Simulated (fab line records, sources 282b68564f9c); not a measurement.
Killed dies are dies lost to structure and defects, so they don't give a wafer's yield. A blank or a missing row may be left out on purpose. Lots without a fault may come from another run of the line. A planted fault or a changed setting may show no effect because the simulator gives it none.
fab line records | flow rit_cmos
record lots=6 wafers=18 last_day=7
route steps=202 shown M1@184
lots that met no fault: from a run of the same line without faults
start_h: hours from the record's first day to the start of the lot's first wafer shown | wait_h: hours since the lot's step before | " the same as in the row above | L1.1+2: a row that stands for several wafers | - no value, or no start given | * or withheld: withheld | < > ~ a bound
route shown NAME@n: a module of which the file shows steps, and the number in the route of the first | usual: mean/standard deviation of fault-free wafers | same: alike in all rows | chamber/n: place in a boat | sites: the reading at each site | _std_site: their standard deviation | _edge_site: outer sites' mean less inner sites' | radius_mm: how far each site lies from the wafer's centre | mask NAME#n: copy n | behind: the tool/chamber that last shaped the wafer | hold: why the lot was held/for how many hours/how that ended | device: the transistor (n, p or np) that didn't switch | end of line: the same wafers' tests at the end of the route | a step without rows: its recipe alone | killed: dies lost to structure and defects at the first sort, not the wafer's yield | map: a wafer's dies, x killed, . not, _ none there
set.NAME: the setting as run; set.NAME@STEP: as run at that earlier step | model.NAME: the simulator's own value behind a step, which no gauge read
lots at some steps of the route; a table a step, a row a wafer
services: from which hour (start_h, from the record's first day; less than 0 if before it) a tool's chamber was out of use, for how many hours, and why
## steps
# step RIT_M1_SPUTTER_00
# recipe material=Al target_thk_nm=400 power_w=2000 chamber_pressure_pa=0.4 gas=Ar time_s=500 substrate_temp_c=25
# usual throttle_valve_pct=30.0/1
# columns lot.wafer tool chamber start_h wait_h throttle_valve_pct
L351.1 pvd_sputter-04 - 65.84 0.0 28.4
L351.4 " - " " 29.0
L351.6 " - " " 30.0
L356.1 pvd_sputter-03 - 88.96 0.0 30.0
L356.2 " - " " 30.5
L356.3 " - " " 30.3
L365.1 pvd_sputter-04 - 132.40 0.0 31.8
L365.2 " - " " 29.1
L365.4 " - " " 28.1
L367.1 pvd_sputter-04 - 143.01 0.0 31.8
L367.3 " - " " 28.4
L367.5 " - " " 28.5
L370.2 pvd_sputter-01 - 158.35 0.0 29.7
L370.3 " - " " 30.2
L370.6 " - " " 30.3
L371.2 pvd_sputter-04 - 162.39 0.0 28.8
L371.4 " - " " 30.6
L371.5 " - " " 31.9
# step RIT_M1_RS_MEAS_01
# recipe thk_meas_gauge=four-point-probe reads=Al_of_M1_SPUTTER_00
# usual M1_AL_RS=0.0731/0.00074
# columns lot.wafer tool chamber start_h wait_h M1_AL_RS[ohm/sq]
L351.1 film_metro-02 - 66.13 0.1 0.0737
L351.4 " - " " 0.0733
L351.6 " - " " 0.0736
L356.1 film_metro-02 - 89.26 0.1 0.0725
L356.2 " - " " 0.0725
L356.3 " - " " 0.0729
L365.1 film_metro-04 - 132.70 0.1 0.0735
L365.2 " - " " 0.0723
L365.4 " - " " 0.0732
L367.1 film_metro-04 - 143.31 0.1 0.0745
L367.3 " - " " 0.0746
L367.5 " - " " 0.0744
L370.2 film_metro-03 - 158.66 0.2 0.0729
L370.3 " - " " 0.0723
L370.6 " - " " 0.0731
L371.2 film_metro-03 - 162.70 0.2 0.0728
L371.4 " - " " 0.0739
L371.5 " - " " 0.0731
# step RIT_M1_THK_MEAS_02
# recipe thk_meas_gauge=xrf reads=Al_of_M1_SPUTTER_00
# usual M1_AL_THK=403/5.4
# columns lot.wafer tool chamber start_h wait_h M1_AL_THK[nm]
L351.1 film_metro-02 - 66.25 0.1 399
L351.4 " - " " 400
L351.6 " - " " 400
L356.1 film_metro-02 - 89.38 0.1 403
L356.2 " - " " 403
L356.3 " - " " 402
L365.1 film_metro-04 - 132.82 0.1 405
L365.2 " - " " 410
L365.4 " - " " 408
L367.1 film_metro-04 - 143.43 0.1 400
L367.3 " - " " 397
L367.5 " - " " 400
L370.2 film_metro-03 - 158.77 0.1 401
L370.3 " - " " 405
L370.6 " - " " 402
L371.2 film_metro-03 - 162.81 0.1 401
L371.4 " - " " 395
L371.5 " - " " 400
# step RIT_M1_HMDS_03
# recipe prime_time_s=60 prime_temp_c=140
# step RIT_M1_COAT_04
# recipe resist=NOVOLAK spin_rpm=2000 resist_thk_nm=1300
# step RIT_M1_SOFTBAKE_05
# recipe resist=NOVOLAK temp_c=90 time_s=60
# step RIT_M1_EXPOSE_06
# recipe mask_id=M12 na=0.6 source_shape=conventional sigma_outer=0.5 target_cd_nm=2600 dose_mj=250
# step RIT_M1_PEB_07
# recipe resist=NOVOLAK temp_c=withheld time_s=withheld
# step RIT_M1_DEVELOP_08
# recipe resist=NOVOLAK develop_time_s=68 dev_temp_c=23
# step RIT_M1_CD_MEAS_09
# recipe target_cd_nm=2600
# usual cd_nm=2600.5/2
# columns lot.wafer tool chamber start_h wait_h cd_nm
L351.1 cd_sem-01 - 67.33 - 2601.7
L351.4 " - " " 2600.8
L351.6 " - " " 2603.1
L356.1 cd_sem-01 - 90.32 - 2599.8
L356.2 " - " " 2602.4
L356.3 " - " " 2603.9
L365.1 cd_sem-02 - 133.76 - 2600.6
L365.2 " - " " 2598.7
L365.4 " - " " 2602.0
L367.1 cd_sem-01 - 144.37 - 2599.0
L367.3 " - " " 2598.1
L367.5 " - " " 2600.8
L370.2 cd_sem-01 - 159.72 - 2598.9
L370.3 " - " " 2598.7
L370.6 " - " " 2601.0
L371.2 cd_sem-01 - 163.89 - 2599.2
L371.4 " - " " 2599.7
L371.5 " - " " 2600.3
# step RIT_M1_OVL_MEAS_10
# usual M1_OVL=0.0/1.1
# columns lot.wafer tool chamber start_h wait_h M1_OVL[nm]
L351.1 overlay-01 - 67.45 0.1 -1.1
L351.4 " - " " 1.0
L351.6 " - " " -0.4
L356.1 overlay-02 - 90.44 0.1 0.5
L356.2 " - " " 0.3
L356.3 " - " " 1.0
L365.1 overlay-01 - 133.88 0.1 -0.4
L365.2 " - " " 0.8
L365.4 " - " " 2.5
L367.1 overlay-02 - 144.49 0.1 2.4
L367.3 " - " " 0.5
L367.5 " - " " 1.2
L370.2 overlay-02 - 159.83 0.1 0.1
L370.3 " - " " 0.8
L370.6 " - " " -1.4
L371.2 overlay-02 - 164.00 0.1 -0.1
L371.4 " - " " -1.5
L371.5 " - " " -1.5
# step RIT_M1_HARDBAKE_11
# recipe resist=NOVOLAK temp_c=140 time_s=120
# step RIT_M1_METAL_ETCH_12
# recipe stop_on=SiO2 chemistry=Cl2/BCl3 target=Al time_s=165 over_etch_frac=0.5 pressure_mtorr=100 target_depth_a=6000 rf_w=250 Cl2_flow_sccm=60 bcl3_flow_sccm=50
# usual chamber_pressure_mTorr=100.00/0.086 drypump_motor_current_A=5.5/0.5 oes_product_au=0.781/0.014 over_etch_frac=0.5/0 throttle_valve_pct=8.25/0.052
# columns lot.wafer tool chamber start_h wait_h chamber_pressure_mTorr drypump_motor_current_A oes_product_au over_etch_frac rf_hours_counter_h throttle_valve_pct
L351.1 rie_metal-03 1 67.74 0.2 100.00 4.7 0.771 0.5 2 8.25
L351.4 " 0 " " 100.05 5.7 0.785 0.5 - 8.27
L351.6 " 1 " " 99.94 4.7 0.766 0.5 - 8.27
L356.1 rie_metal-02 1 90.72 0.2 99.86 6.1 0.811 0.5 1 8.33
L356.2 " 0 " " 100.11 5.7 0.782 0.5 1 8.21
L356.3 " 0 " " 99.97 5.7 0.779 0.5 - 8.21
L365.1 rie_metal-03 1 134.16 0.2 100.21 4.7 0.762 0.5 3 8.25
L365.2 " 0 " " 99.99 5.7 0.803 0.46188 3 8.27
L365.4 " 1 " " 100.02 4.7 0.769 0.5 - 8.25
L367.1 rie_metal-03 0 144.78 0.2 99.99 5.7 0.793 0.46188 3 8.26
L367.3 " 1 " " 99.91 4.7 0.762 0.5 - 8.25
L367.5 " 1 " " 99.85 4.7 0.760 0.5 - 8.24
L370.2 rie_metal-01 0 160.11 0.2 99.95 5.1 0.763 0.5 0 8.16
L370.3 " 1 " " 100.09 5.8 0.798 0.5 - 8.23
L370.6 " 0 " " 100.03 5.0 0.758 0.5 - 8.16
L371.2 rie_metal-02 1 164.28 0.2 100.04 6.1 0.805 0.5 2 8.34
L371.4 " 1 " " 99.99 6.1 0.793 0.5 - 8.33
L371.5 " 1 " " 100.13 6.1 0.797 0.5 - 8.32
# step RIT_M1_STRIP_13
# recipe chemistry=nmp resist=NOVOLAK temp_c=80 time_s=600 dry=n2_spin
# step RIT_M1_PROBE_99
# usual defect_limited_yield=97.4/1.2 killed_at_contacts=0.1/0.23 killed_at_front_end=7/3.1 killed_dies=7/3.1 killed_open=3.4/2.1 killed_short=3.5/2 sort_bin_3_pad_short=0.1/0.24 sort_bin_5_function=1.5/0.82 sort_bin_6_memory=1.0/0.69 sort_n_pass=257/3.1 sort_yield_pct=97.4/1.2
# same gross_dies=264 killed_at_M0_to_M3=0 killed_at_M4_up=0 killed_at_back_side=0 killed_at_other=0
# columns lot.wafer tool chamber start_h wait_h defect_limited_yield[%] killed_at_contacts killed_at_front_end killed_dies killed_open killed_short sort_bin_3_pad_short[%] sort_bin_5_function[%] sort_bin_6_memory[%] sort_n_pass sort_yield_pct[%]
L351.1 prober-02 - 70.05 0.1 98.1 1 4 5 2 3 0.4 0.8 0.8 259 98.1
L351.4 prober-02 - 70.20 0.2 99.6 0 1 1 0 1 0 0.4 0 263 99.6
L351.6 prober-02 - 70.30 0.2 98.5 0 4 4 1 3 0 1.1 0.4 260 98.5
L356.1 prober-01 - 93.33 0.1 98.9 0 3 3 2 1 0.4 0.8 0 261 98.9
L356.2 prober-01 - 93.38 0.1 98.9 0 3 3 1 2 0.4 0.4 0.4 261 98.9
L356.3 prober-01 - 93.43 0.2 96.6 0 9 9 3 6 0 3.0 0.4 255 96.6
L365.1 prober-01 - 136.42 0.1 96.2 0 10 10 6 4 0.4 1.9 1.5 254 96.2
L365.2 prober-01 - 136.47 0.1 98.9 0 3 3 1 2 0 0 1.1 261 98.9
L365.4 prober-01 - 136.57 0.2 97.0 0 8 8 2 6 0 0.8 2.3 256 97.0
L367.1 prober-01 - 147.03 0.1 98.5 0 4 4 1 3 0 0 1.5 260 98.5
L367.3 prober-01 - 147.13 0.2 98.5 0 4 4 2 2 0 0 1.5 260 98.5
L367.5 prober-01 - 147.23 0.2 96.6 0 9 9 6 3 0 1.5 1.9 255 96.6
L370.2 prober-02 - 162.41 0.1 98.1 0 5 5 3 2 0 1.1 0.8 259 98.1
L370.3 prober-02 - 162.46 0.2 97.0 1 7 8 5 3 0.4 1.5 1.1 256 97.0
L370.6 prober-02 - 162.61 0.2 95.8 0 11 11 5 6 0 3.0 1.1 253 95.8
L371.2 prober-01 - 166.58 0.1 98.5 0 4 4 2 2 0 0.8 0.8 260 98.5
L371.4 prober-01 - 166.68 0.2 97.7 0 6 6 4 2 0 1.9 0.4 258 97.7
L371.5 prober-01 - 166.73 0.2 96.2 0 10 10 5 5 0 1.5 2.3 254 96.2
# killed by level:class
L351.1 FOX1:geometric_particle:open=1 GATE:geometric_particle:open=1 GATE:geometric_particle:short=1 SPACER:geometric_particle:short=1 CONTACT:geometric_particle:short=1
L351.4 FOX1:geometric_particle:short=1
L351.6 GATE:geometric_particle:short=1 REOX:geometric_particle:open=1 SPACER:geometric_particle:short=1 SILICIDE:geometric_particle:short=1
L356.1 GATE:geometric_particle:open=2 SPACER:geometric_particle:short=1
L356.2 FOX1:geometric_particle:short=1 GATE:geometric_particle:short=1 GATE:geometric_particle:open=1
L356.3 GATE:geometric_particle:short=3 GATE:geometric_particle:open=2 REOX:geometric_particle:short=2 FOX1:geometric_particle:short=1 REOX:geometric_particle:open=1
L365.1 GATE:geometric_particle:short=3 GATE:geometric_particle:open=3 FOX1:geometric_particle:open=2 REOX:geometric_particle:short=1 SILICIDE:geometric_particle:open=1
L365.2 FOX1:geometric_particle:open=1 FOX1:geometric_particle:short=1 SILICIDE:geometric_particle:short=1
L365.4 GATE:geometric_particle:short=2 SPACER:geometric_particle:short=2 FOX2:geometric_particle:open=1 FOX2:geometric_particle:short=1 GATE:geometric_particle:open=1 SILICIDE:geometric_particle:short=1
L367.1 GATE:geometric_particle:short=1 SPACER:geometric_particle:open=1 SPACER:geometric_particle:short=1 SILICIDE:geometric_particle:short=1
L367.3 FOX1:geometric_particle:open=1 GATE:geometric_particle:open=1 GATE:geometric_particle:short=1 SILICIDE:geometric_particle:short=1
L367.5 GATE:geometric_particle:short=3 SPACER:geometric_particle:open=2 FOX1:geometric_particle:open=1 GATE:geometric_particle:open=1 REOX:geometric_particle:open=1 SILICIDE:geometric_particle:open=1
L370.2 GATE:geometric_particle:open=2 GATE:geometric_particle:short=1 SPACER:geometric_particle:open=1 SILICIDE:geometric_particle:short=1
L370.3 SPACER:geometric_particle:short=2 GATE:geometric_particle:short=1 GATE:geometric_particle:open=1 REOX:geometric_particle:open=1 SPACER:geometric_particle:open=1 SILICIDE:geometric_particle:open=1 CONTACT:geometric_particle:open=1
L370.6 GATE:geometric_particle:short=6 GATE:geometric_particle:open=3 SPACER:geometric_particle:open=2
L371.2 GATE:geometric_particle:short=1 REOX:geometric_particle:open=1 SPACER:geometric_particle:open=1 SILICIDE:geometric_particle:short=1
L371.4 GATE:geometric_particle:open=2 GATE:geometric_particle:short=1 REOX:geometric_particle:short=1 REOX:geometric_particle:open=1 SPACER:geometric_particle:open=1
L371.5 FOX1:geometric_particle:short=2 SPACER:geometric_particle:open=2 ACTIVE:geometric_particle:short=1 FOX1:geometric_particle:open=1 REOX:geometric_particle:open=1 SPACER:geometric_particle:short=1 SILICIDE:geometric_particle:open=1 SILICIDE:geometric_particle:short=1
## services
# columns tool chamber start_h hours kind
rie_metal-02 - 123.37 14.6 pm
rie_metal-01 - 133.99 1.4 pm
rie_metal-01 - 136.12 20.0 pm
rie_metal-01 0 136.12 20.0 vent_cycle
rie_metal-01 1 136.12 20.0 vent_cycle
rie_metal-02 1 154.96 8.1 repair
rie_metal-01 0 156.12 - clean
rie_metal-01 1 156.12 - clean
## key
first_sign step=RIT_M1_METAL_ETCH_12 reading=over_etch_frac direction=down sigmas=99+ usual=0.5 struck=0.46188
effect none on later readings
met_at RIT_M1_METAL_ETCH_12
struck_wafers L365.2,L367.1
onset_between 67.74 134.16
fault kind=process_parameter_drift tool=rie_metal-03 chamber=0 onset_h=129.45 steps=RIT_M1_METAL_ETCH_12 channel=over_etch_frac offset=-0.03812 shape=step end_h=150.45 stated=0.5
